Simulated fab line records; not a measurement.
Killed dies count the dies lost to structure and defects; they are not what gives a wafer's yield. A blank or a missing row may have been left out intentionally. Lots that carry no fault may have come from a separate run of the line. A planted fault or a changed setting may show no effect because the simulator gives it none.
fab line records	flow rit-cmos
[record] lots = 5	wafers = 15	last-day = 7
route steps=202 shown CONTACT@172 M1@184
lots that met no fault: taken from a fault-free run of the same line
start-h: hours from the record's first day to the start of the lot's first wafer shown	wait-h: hours since the lot's step before	" same as the row above	L1.1+2: a single row standing in for several wafers	- no value present, or no start provided	* or withheld: withheld	< > ~ a bound
route shown NAME@n: NAME is a module with steps in the file, n the number in the route of the first one	usual: the fault-free wafers' mean and standard deviation	same: alike in all rows	chamber/n: place in a boat	sites: each site's reading	_std_site: the standard deviation of these	_edge_site: outer sites' mean less inner sites'	radius-mm: for every site, how far away it sits from the centre of the wafer	mask NAME#n: copy n	behind: the last tool/chamber to shape the wafer	hold: why the lot went on hold/how many hours it stayed there/how the hold came to an end	device: the transistor (n, p or np) that didn't switch	end of line: the route-end tests of the same wafers	where a step has no rows: the recipe by itself	killed: at the first sort, the dies lost to defects and structure; wafer yield is something else	map: per-die view of a wafer (x killed, . not killed, _ where there is no die)
set.NAME: setting as actually run; set.NAME@STEP: the setting as run at that earlier step	model.NAME: the simulator's own value behind a step, which no gauge read
certain route steps with their lots: each step a table, each wafer a row
services: a tool's chamber out of use, with start hour (start-h, from the record's first day; less than 0 if before it), hours out, and reason
[[steps]]
[step RIT_CONTACT_SOFTBAKE_04]
[recipe] resist = NOVOLAK	temp-c = 90	time-s = 60
[step RIT_CONTACT_EXPOSE_05]
[recipe] mask-id = M11	na = 0.6	source-shape = conventional	sigma-outer = 0.5	target-cd-nm = 1000	dose-mj = 250
[step RIT_CONTACT_PEB_06]
[recipe] resist = NOVOLAK	temp-c = withheld	time-s = withheld
[step RIT_CONTACT_DEVELOP_07]
[recipe] resist = NOVOLAK	develop-time-s = 120	dev-temp-c = 23
[step RIT_CONTACT_CD_MEAS_08]
[recipe] target-cd-nm = 1000
[usual] cd-nm = 1000.4/2.6
lot.wafer	tool	chamber	start-h	wait-h	cd-nm
L254.2	cd-sem-02	-	55.41	-	999.5
L254.3	"	-	"	"	1000.9
L254.5	"	-	"	"	998.9
L255.1	cd-sem-02	-	62.14	-	998.3
L255.3	"	-	"	"	998.9
L255.5	"	-	"	"	997.1
L258.1	cd-sem-01	-	76.35	-	1001.0
L258.2	"	-	"	"	1002.9
L258.5	"	-	"	"	1001.0
L263.4	cd-sem-01	-	107.16	-	1001.7
L263.5	"	-	"	"	1000.7
L263.6	"	-	"	"	998.8
L277.3	cd-sem-01	-	170.32	-	1001.1
L277.4	"	-	"	"	1000.1
L277.5	"	-	"	"	1001.0
[step RIT_CONTACT_OVL_MEAS_09]
[usual] CONTACT_OVL = -0.4/1.6
lot.wafer	tool	chamber	start-h	wait-h	CONTACT_OVL[nm]
L254.2	overlay-02	-	55.51	0.1	0.5
L254.3	"	-	"	"	-1.7
L254.5	"	-	"	"	0.3
L255.1	overlay-02	-	62.26	0.1	-1.6
L255.3	"	-	"	"	-2.4
L255.5	"	-	"	"	-1.7
L258.1	overlay-01	-	76.47	0.1	-0.4
L258.2	"	-	"	"	-1.1
L258.5	"	-	"	"	-1.3
L263.4	overlay-01	-	107.24	0.1	-1.0
L263.5	"	-	"	"	0.8
L263.6	"	-	"	"	-0.5
L277.3	overlay-01	-	170.41	0.1	-1.9
L277.4	"	-	"	"	-1.6
L277.5	"	-	"	"	-2.4
[step RIT_CONTACT_HARDBAKE_10]
[recipe] resist = NOVOLAK	temp-c = 140	time-s = 60
[step RIT_CONTACT_ETCH_11]
[recipe] target-depth-a = 4800	over-etch-frac = 0.2	stop-on = TiSi2	chemistry = CHF3/CF4/Ar	target = SiO2	CHF3_flow_sccm = 50	cf4-flow-sccm = 10	Ar_flow_sccm = 100	O2_flow_sccm = 5	pressure-mtorr = 100	rf-w = 200	time-s = 320
[usual] O2_flow_sccm = 5.001/0.016	drypump-motor-current-A = 5.7/0.34	oes-product-au = 0.987/0.011	throttle-valve-pct = 8.90/0.13
lot.wafer	tool	chamber	start-h	wait-h	O2_flow_sccm	drypump-motor-current-A	oes-product-au	rf-hours-counter-h	throttle-valve-pct
L254.2	rie-diel-03	3	55.69	0.1	5.044	5.9	0.982	76	8.99
L254.3	"	1	"	"	5.002	6.1	0.980	141	8.73
L254.5	"	2	"	"	4.987	5.9	0.993	-	9.05
L255.1	rie-diel-04	1	62.44	0.1	4.980	5.4	0.969	20	8.68
L255.3	"	0	"	"	4.985	5.0	0.996	48	8.82
L255.5	"	1	"	"	4.986	5.4	0.972	-	8.66
L258.1	rie-diel-03	2	76.66	0.1	4.993	5.9	0.995	90	9.06
L258.2	"	1	"	"	5.024	6.1	0.979	141	8.75
L258.5	"	3	"	"	4.984	6.0	0.986	-	8.97
L263.4	rie-diel-03	3	107.58	0.1	4.986	5.9	0.997	78	8.99
L263.5	"	2	"	"	4.988	5.8	0.997	-	9.06
L263.6	"	3	"	"	5.004	6.0	0.990	-	8.96
L277.3	rie-diel-04	0	170.59	0.1	4.977	5.0	1.003	50	8.83
L277.4	"	2	"	"	5.011	6.4	0.990	9	9.10
L277.5	"	1	"	"	5.012	5.5	0.973	-	8.67
[step RIT_CONTACT_STRIP_12]
[recipe] chemistry = O2	time-s = 180	resist = NOVOLAK	platen-temp-c = withheld	power-w = 500	pressure-mtorr = 4000	o2-flow-sccm = 4000
[usual] drypump-motor-current-A = 5.5/0.5
lot.wafer	tool	chamber	start-h	wait-h	drypump-motor-current-A	rf-hours-counter-h
L254.2	plasma-asher-01	1	55.89	0.1	6.0	40
L254.3	"	0	"	"	4.6	-
L254.5	"	0	"	"	4.6	-
L255.1	plasma-asher-01	0	62.64	0.1	4.7	41
L255.3	"	1	"	"	6.0	-
L255.5	"	1	"	"	6.0	-
L258.1	plasma-asher-01	0	76.85	0.1	4.7	42
L258.2	"	1	"	"	6.0	42
L258.5	"	0	"	"	4.6	-
L263.4	plasma-asher-01	1	107.84	0.2	6.0	-
L263.5	"	0	"	"	4.7	-
L263.6	"	1	"	"	6.0	-
L277.3	plasma-asher-03	1	170.84	0.2	5.5	-
L277.4	"	0	"	"	5.7	-
L277.5	"	1	"	"	5.5	-
[step RIT_CONTACT_CD_MEAS_90]
[recipe] target-cd-nm = 1000
[usual] cd-nm = 1000.3/2.5
lot.wafer	tool	chamber	start-h	wait-h	cd-nm
L254.2	cd-sem-02	-	56.08	0.1	999.6
L254.3	"	-	"	"	1000.6
L254.5	"	-	"	"	999.1
L255.1	cd-sem-01	-	62.81	0.1	997.7
L255.3	"	-	"	"	998.9
L255.5	"	-	"	"	997.4
L258.1	cd-sem-02	-	77.03	0.1	1001.6
L258.2	"	-	"	"	1002.4
L258.5	"	-	"	"	1001.1
L263.4	cd-sem-01	-	108.01	0.1	1001.2
L263.5	"	-	"	"	1000.9
L263.6	"	-	"	"	998.8
L277.3	cd-sem-01	-	171.00	0.1	1000.4
L277.4	"	-	"	"	998.8
L277.5	"	-	"	"	1000.7
[step RIT_CONTACT_CLEAN_13]
[recipe] chemistry = SC1	mix = 3:3:50	time-s = 600	temp-c = 75
[step RIT_CONTACT_CLEAN_14]
[recipe] chemistry = SC2	mix = 3:3:50	time-s = 600	temp-c = 75	dry = n2-spin
[step RIT_M1_SPUTTER_00]
[recipe] material = Al	target-thk-nm = 400	power-w = 2000	chamber-pressure-pa = 0.4	gas = Ar	time-s = 500	substrate-temp-c = 25
[usual] chamber-pressure-pa = 0.4001/0.00085	throttle-valve-pct = 30.2/1
lot.wafer	tool	chamber	start-h	wait-h	chamber-pressure-pa	throttle-valve-pct	model.Al_of_M1_SPUTTER_00.thk-nm
L254.2	pvd-sputter-01	-	56.55	0.0	0.3990	29.8	401.8
L254.3	"	-	"	"	0.4001	29.9	406.1
L254.5	"	-	"	"	0.4000	29.7	397.8
L255.1	pvd-sputter-02	-	63.31	0.0	0.4020	29.1	390
L255.3	"	-	"	"	0.3995	31.4	399.4
L255.5	"	-	"	"	0.3997	30.1	398.8
L258.1	pvd-sputter-01	-	77.50	0.0	0.3999	29.5	402.6
L258.2	"	-	"	"	0.3996	29.6	411.2
L258.5	"	-	"	"	0.3995	32.0	399.9
L263.4	pvd-sputter-02	-	108.48	0.0	0.4000	31.5	401.4
L263.5	"	-	"	"	0.3998	29.3	395.3
L263.6	"	-	"	"	0.4001	30.0	398.3
L277.3	pvd-sputter-02	-	171.65	0.0	0.4002	29.3	401.1
L277.4	"	-	"	"	0.3989	30.3	192.2
L277.5	"	-	"	"	0.4006	31.1	404
[step RIT_M1_RS_MEAS_01]
[recipe] thk-meas-gauge = four-point-probe	reads = Al_of_M1_SPUTTER_00
[usual] M1_AL_RS = 0.0734/0.00095
lot.wafer	tool	chamber	start-h	wait-h	M1_AL_RS[ohm/sq]
L254.2	film-metro-03	-	56.86	0.2	0.0730
L254.3	"	-	"	"	0.0722
L254.5	"	-	"	"	0.0741
L255.1	film-metro-03	-	63.61	0.1	0.0754
L255.3	"	-	"	"	0.0736
L255.5	"	-	"	"	0.0737
L258.1	film-metro-02	-	77.79	0.1	0.0731
L258.2	"	-	"	"	0.0714
L258.5	"	-	"	"	0.0735
L263.4	film-metro-02	-	108.83	0.2	0.0732
L263.5	"	-	"	"	0.0745
L263.6	"	-	"	"	0.0738
L277.3	film-metro-03	-	171.98	0.2	0.0733
L277.4	"	-	"	"	0.1581
L277.5	"	-	"	"	0.0726
[step RIT_M1_THK_MEAS_02]
[recipe] thk-meas-gauge = xrf	reads = Al_of_M1_SPUTTER_00
[usual] M1_AL_THK = 400/5.5
lot.wafer	tool	chamber	start-h	wait-h	M1_AL_THK[nm]
L254.2	film-metro-03	-	56.97	0.1	402
L254.3	"	-	"	"	410
L254.5	"	-	"	"	399
L255.1	film-metro-03	-	63.73	0.1	392
L255.3	"	-	"	"	402
L255.5	"	-	"	"	400
L258.1	film-metro-02	-	77.91	0.1	401
L258.2	"	-	"	"	407
L258.5	"	-	"	"	396
L263.4	film-metro-02	-	108.92	0.1	402
L263.5	"	-	"	"	394
L263.6	"	-	"	"	398
L277.3	film-metro-03	-	172.08	0.1	403
L277.4	"	-	"	"	194
L277.5	"	-	"	"	407
[step RIT_M1_HMDS_03]
[recipe] prime-time-s = 60	prime-temp-c = 140
[step RIT_M1_COAT_04]
[recipe] resist = NOVOLAK	spin-rpm = 2000	resist-thk-nm = 1300
[step RIT_M1_SOFTBAKE_05]
[recipe] resist = NOVOLAK	temp-c = 90	time-s = 60
[step RIT_M1_EXPOSE_06]
[recipe] mask-id = M12	na = 0.6	source-shape = conventional	sigma-outer = 0.5	target-cd-nm = 2600	dose-mj = 250
[step RIT_M1_PEB_07]
[recipe] resist = NOVOLAK	temp-c = withheld	time-s = withheld
[step RIT_M1_DEVELOP_08]
[recipe] resist = NOVOLAK	develop-time-s = 68	dev-temp-c = 23
[step RIT_M1_CD_MEAS_09]
[recipe] target-cd-nm = 2600
[usual] cd-nm = 2600.1/2.3
lot.wafer	tool	chamber	start-h	wait-h	cd-nm
L254.2	cd-sem-02	-	58.05	-	2601.0
L254.3	"	-	"	"	2601.7
L254.5	"	-	"	"	2597.2
L255.1	cd-sem-02	-	64.67	-	2601.5
L255.3	"	-	"	"	2598.2
L255.5	"	-	"	"	2600.5
L258.1	cd-sem-01	-	79.20	-	2602.3
L258.2	"	-	"	"	2600.8
L258.5	"	-	"	"	2598.0
L263.4	cd-sem-01	-	109.89	-	2599.7
L263.5	"	-	"	"	2598.4
L263.6	"	-	"	"	2597.6
L277.3	cd-sem-01	-	173.05	-	2597.8
L277.4	"	-	"	"	2597.4
L277.5	"	-	"	"	2597.4
[step RIT_M1_OVL_MEAS_10]
[usual] M1_OVL = -0.4/1.4
lot.wafer	tool	chamber	start-h	wait-h	M1_OVL[nm]
L254.2	overlay-02	-	58.15	0.1	-2.0
L254.3	"	-	"	"	-3.0
L254.5	"	-	"	"	-0.4
L255.1	overlay-02	-	64.79	0.1	0.6
L255.3	"	-	"	"	-0.2
L255.5	"	-	"	"	2.0
L258.1	overlay-02	-	79.32	0.1	-0.4
L258.2	"	-	"	"	-1.2
L258.5	"	-	"	"	0.0
L263.4	overlay-02	-	109.97	0.1	-1.1
L263.5	"	-	"	"	0.5
L263.6	"	-	"	"	-1.7
L277.3	overlay-01	-	173.14	0.1	-1.4
L277.4	"	-	"	"	0.3
L277.5	"	-	"	"	0.2
[step RIT_M1_HARDBAKE_11]
[recipe] resist = NOVOLAK	temp-c = 140	time-s = 120
[step RIT_M1_METAL_ETCH_12]
[recipe] stop-on = SiO2	chemistry = Cl2/BCl3	target = Al	time-s = 165	over-etch-frac = 0.5	pressure-mtorr = 100	target-depth-a = 6000	rf-w = 250	Cl2_flow_sccm = 60	bcl3-flow-sccm = 50
[usual] drypump-motor-current-A = 5.7/0.38	oes-product-au = 0.777/0.014	throttle-valve-pct = 8.28/0.07
lot.wafer	tool	chamber	start-h	wait-h	drypump-motor-current-A	oes-product-au	rf-hours-counter-h	throttle-valve-pct
L254.2	rie-metal-02	0	58.50	0.2	6.0	0.780	36	8.30
L254.3	"	1	"	"	5.5	0.773	-	8.14
L254.5	"	1	"	"	5.5	0.774	-	8.14
L255.1	rie-metal-01	0	65.17	0.2	5.3	0.752	0	8.25
L255.3	"	0	"	"	5.3	0.766	-	8.27
L255.5	"	1	"	"	5.3	0.789	-	8.34
L258.1	rie-metal-01	1	79.61	0.2	5.3	0.803	1	8.33
L258.2	"	0	"	"	5.4	0.783	1	8.28
L258.5	"	0	"	"	5.3	0.767	-	8.27
L263.4	rie-metal-02	0	110.29	0.1	6.1	0.784	-	8.28
L263.5	"	0	"	"	6.1	0.776	-	8.30
L263.6	"	1	"	"	5.5	0.772	-	8.13
L277.3	rie-metal-02	1	173.47	0.2	5.5	0.780	-	8.14
L277.4	"	0	"	"	6.1	0.562	-	8.34
L277.5	"	1	"	"	5.5	0.776	-	8.15
[step RIT_M1_STRIP_13]
[recipe] chemistry = nmp	resist = NOVOLAK	temp-c = 80	time-s = 600	dry = n2-spin
[step RIT_M1_PROBE_99]
[usual] defect-limited-yield = 97.3/1.1	killed-at-contacts = 0.1/0.34	killed-at-front-end = 7.0/2.9	killed-dies = 7.2/2.9	killed-on-rim = 2.1/1.4	killed-open = 3.6/1.9	killed-short = 3.5/2.1	sort_bin_3_pad_short = 0.1/0.23	sort_bin_5_function = 1.6/0.73	sort_bin_6_memory = 1.0/0.67	sort-n-pass = 256.8/2.9	sort-yield-pct = 97.3/1.1
[same] gross-dies = 264	killed_at_M0_to_M3 = 0	killed_at_M4_up = 0	killed-at-back-side = 0	killed-at-other = 0
lot.wafer	tool	chamber	start-h	wait-h	defect-limited-yield[%]	killed-at-contacts	killed-at-front-end	killed-dies	killed-on-rim	killed-open	killed-short	sort_bin_3_pad_short[%]	sort_bin_5_function[%]	sort_bin_6_memory[%]	sort-n-pass	sort-yield-pct[%]	model.etest.m1.rs-ohm-sq	model.etest.antenna-m1.vt-shift-v
L254.2	prober-02	-	60.82	0.1	97.3	0	7	7	2	3	4	0.4	1.5	0.8	257.0	97.3	0.07196	-0.01446
L254.3	prober-02	-	60.87	0.2	98.1	0	5	5	2	2	3	0	1.9	0	259.0	98.1	0.07091	-0.009495
L254.5	prober-02	-	60.97	0.2	97.0	0	8	8	3	3	5	0.4	2.3	0.4	256.0	97.0	0.07301	-0.01106
L255.1	prober-01	-	67.43	0.1	97.0	0	8	8	2	3	5	0	1.5	1.5	256.0	97.0	0.07382	-0.01522
L255.3	prober-01	-	67.53	0.2	95.8	0	11	11	2	5	6	0	2.3	1.9	253.0	95.8	0.07258	-0.01575
L255.5	prober-01	-	67.63	0.2	96.2	0	10	10	1	2	8	0	1.9	1.9	254.0	96.2	0.07222	-0.01239
L258.1	prober-01	-	81.88	0.1	98.5	0	4	4	0	2	2	0	0.8	0.8	260.0	98.5	0.07228	-0.009932
L258.2	prober-01	-	81.93	0.1	98.1	0	5	5	1	3	2	0.4	0.8	0.8	259.0	98.1	0.0704	-0.01351
L258.5	prober-01	-	82.08	0.2	95.5	0	12	12	6	6	6	0	2.7	1.9	252.0	95.5	0.07271	-0.01231
L263.4	prober-02	-	112.64	0.2	98.1	0	5	5	2	4	1	0	1.5	0.4	259.0	98.1	0.0725	-0.0151
L263.5	prober-02	-	112.69	0.2	96.6	1	8	9	3	4	5	0	1.9	1.5	255.0	96.6	0.07301	-0.008532
L263.6	prober-02	-	112.74	0.2	99.6	0	1	1	1	1	0	0	0.4	0	263.0	99.6	0.07262	-0.009382
L277.3	prober-02	-	175.78	0.2	95.5	0	12	12	3	4	8	0	3.4	1.1	252.0	95.5	0.07241	-0.009982
L277.4	prober-02	-	175.83	0.2	98.9	0	3	3	0	1	2	0	0.8	0.4	261.0	98.9	0.1507	-0.02431
L277.5	prober-02	-	175.88	0.2	97.3	0	7	7	4	4	3	0	1.5	1.1	257.0	97.3	0.07189	-0.01073
// killed by level:class
L254.2 GATE:geometric-particle:short=2 GATE:geometric-particle:open=2 FOX2:geometric-particle:short=1 SPACER:geometric-particle:open=1 SILICIDE:geometric-particle:short=1
L254.3 GATE:geometric-particle:short=2 FOX2:geometric-particle:short=1 FOX2:geometric-particle:open=1 GATE:geometric-particle:open=1
L254.5 GATE:geometric-particle:short=2 GATE:geometric-particle:open=2 FOX1:geometric-particle:short=1 FOX2:geometric-particle:short=1 REOX:geometric-particle:short=1 SPACER:geometric-particle:open=1
L255.1 SPACER:geometric-particle:short=3 FOX1:geometric-particle:open=2 GATE:geometric-particle:short=1 SILICIDE:geometric-particle:short=1 SILICIDE:geometric-particle:open=1
L255.3 REOX:geometric-particle:short=3 REOX:geometric-particle:open=2 SPACER:geometric-particle:short=2 FOX1:geometric-particle:open=1 FOX2:geometric-particle:short=1 GATE:geometric-particle:open=1 SPACER:geometric-particle:open=1
L255.5 GATE:geometric-particle:short=3 SPACER:geometric-particle:short=3 FOX1:geometric-particle:open=1 FOX2:geometric-particle:open=1 SILICIDE:geometric-particle:short=1 REOX:geometric-particle:short=1
L258.1 REOX:geometric-particle:short=2 REOX:geometric-particle:open=2
L258.2 FOX1:geometric-particle:short=2 GATE:geometric-particle:open=1 REOX:geometric-particle:open=1 SILICIDE:geometric-particle:open=1
L258.5 GATE:geometric-particle:open=5 GATE:geometric-particle:short=3 REOX:geometric-particle:short=2 SILICIDE:geometric-particle:open=1 SILICIDE:geometric-particle:short=1
L263.4 GATE:geometric-particle:open=2 FOX1:geometric-particle:open=1 FOX1:geometric-particle:short=1 SILICIDE:geometric-particle:open=1
L263.5 GATE:geometric-particle:short=2 REOX:geometric-particle:open=2 SPACER:geometric-particle:open=1 SPACER:geometric-particle:short=1 SILICIDE:geometric-particle:short=1 SILICIDE:geometric-particle:open=1 CONTACT:geometric-particle:short=1
L263.6 GATE:geometric-particle:open=1
L277.3 GATE:geometric-particle:short=2 REOX:geometric-particle:open=2 SPACER:geometric-particle:short=2 FOX1:geometric-particle:short=1 FOX2:geometric-particle:short=1 FOX2:geometric-particle:open=1 REOX:geometric-particle:short=1 SPACER:geometric-particle:open=1
L277.4 FOX1:geometric-particle:short=1 GATE:geometric-particle:short=1 SPACER:geometric-particle:open=1
L277.5 FOX1:geometric-particle:short=1 FOX2:geometric-particle:open=1 GATE:geometric-particle:short=1 GATE:geometric-particle:open=1 REOX:geometric-particle:open=1 SPACER:geometric-particle:short=1 SPACER:geometric-particle:open=1
[[services]]
tool	chamber	start-h	hours	kind
rie-metal-01	0	40.57	15.2	repair
rie-diel-04	3	66.91	12.5	repair
rie-diel-03	1	78.86	3.4	repair
rie-diel-04	1	79.32	44.8	repair
pvd-sputter-02	-	90.13	0.5	repair
rie-diel-04	2	97.60	22.4	repair
rie-diel-04	-	98.91	14.5	repair
plasma-asher-03	-	107.97	28.1	pm
rie-diel-03	-	111.41	2.3	repair
plasma-asher-03	-	136.07	14.6	pm
rie-metal-02	-	136.12	20.0	pm
rie-metal-02	0	136.12	20.0	vent-cycle
rie-metal-02	1	136.12	20.0	vent-cycle
rie-metal-02	0	156.12	-	clean
rie-metal-02	1	156.12	-	clean
plasma-asher-03	-	162.26	1.3	repair
rie-diel-03	0	162.73	1.2	repair
[[key]]
[first-sign] step = RIT_M1_RS_MEAS_01	reading = M1_AL_RS	direction = up	sigmas = 89	usual = 0.0734	struck = 0.1581
[effect] step = RIT_M1_THK_MEAS_02	reading = M1_AL_THK	direction = down	sigmas = 38	usual = 400	struck = 194
[effect] step = RIT_M1_METAL_ETCH_12	reading = oes-product-au	direction = down	sigmas = 16	usual = 0.777	struck = 0.562
[model-effect] step = RIT_M1_SPUTTER_00	value = Al_of_M1_SPUTTER_00.thk-nm	without = 401.9	struck = 192.2
[model-effect] step = RIT_M1_PROBE_99	value = etest.m1.rs-ohm-sq	without = 0.07196	struck = 0.1507
met-at RIT_M1_SPUTTER_00
struck-wafers L277.4
[fault] kind = process-parameter-drift	tool = pvd-sputter-02	chamber = -	onset-h = 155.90	steps = RIT_M1_SPUTTER_00	channel = target-thk-nm	offset = -209.66	shape = step	end-h = 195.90	stated = 400	scope = struck-wafers-only
